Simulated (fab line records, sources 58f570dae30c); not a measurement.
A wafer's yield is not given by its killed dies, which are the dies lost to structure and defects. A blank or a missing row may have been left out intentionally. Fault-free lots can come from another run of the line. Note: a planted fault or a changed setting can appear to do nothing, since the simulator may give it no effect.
What tool caused it?	flow berkeley cmos170	7 lots with 21 wafers sampled at 3 steps, on a route of 331 steps

## WHAT EACH GAUGE READ, for each wafer
UCB170_V2_THK_MEAS_01.
lot	measured	on	V2_TEOS_THK (nm)
L191	day 9 07:23	film metro-01	1964 1985 1999
L192	day 9 07:13	film metro-01	2007 2001 2017
L193	day 10 13:13	film metro-01	1987 2012 2066
L206	day 13 01:58	film metro-03	1986 1988 2000
L203	day 13 03:45	film metro-04	2002 2028 2057
L210	day 13 12:33	film metro-04	1981 1995 2029
L211	day 14 00:36	film metro-01	2016 2012 2033

## TOOL THAT RAN EACH LOT (tool first, then ch and the chambers of the sampled wafers, then the start)
lot	UCB170_SILICIDE_RTA_04	UCB170_V1_STRIP_15
L191	rtp anneal-01 ch 0, day 8 11:55	plasma asher-03 ch 0,1, day 9 01:55
L192	rtp anneal-01 ch 0, day 8 12:37	plasma asher-02 ch 0,1, day 9 01:52
L193	rtp anneal-02 ch 0, day 9 23:02	plasma asher-02 ch 0,1, day 10 10:01
L206	rtp anneal-01 ch 0, day 12 03:17	plasma asher-01 ch 0,1, day 12 19:09
L203	rtp anneal-01 ch 0, day 12 03:29	plasma asher-01 ch 0,1, day 12 23:46
L210	rtp anneal-01 ch 0, day 12 11:09	plasma asher-01 ch 0,1, day 13 08:55
L211	rtp anneal-01 ch 0, day 13 07:34	plasma asher-02 ch 0,1, day 13 20:54
- UCB170_SILICIDE_RTA_04: time 15 s.
- UCB170_V1_STRIP_15: strips in O2.

## THE ANSWER, worked out from the rows above alone
Rule: the usual values come from the lots themselves. Put in order of their means at a reading, lots are off if they are a third of the lots or fewer, leave a main group of 4 or more, and stand apart from it by a gap of 3 or more times the standard deviation of the main group's means; of several such gaps the widest counts. A main group whose means are all the same, to the digits that the tables above print for the reading, isn't used. Also off: a lot with no number at a reading for which 4 or more lots have one. Any other lot the step has rows for is counted as sound.
No lot is off at any reading shown: from this, nothing can be told.

## WHAT HAD BEEN PUT IN BY THE SIMULATOR
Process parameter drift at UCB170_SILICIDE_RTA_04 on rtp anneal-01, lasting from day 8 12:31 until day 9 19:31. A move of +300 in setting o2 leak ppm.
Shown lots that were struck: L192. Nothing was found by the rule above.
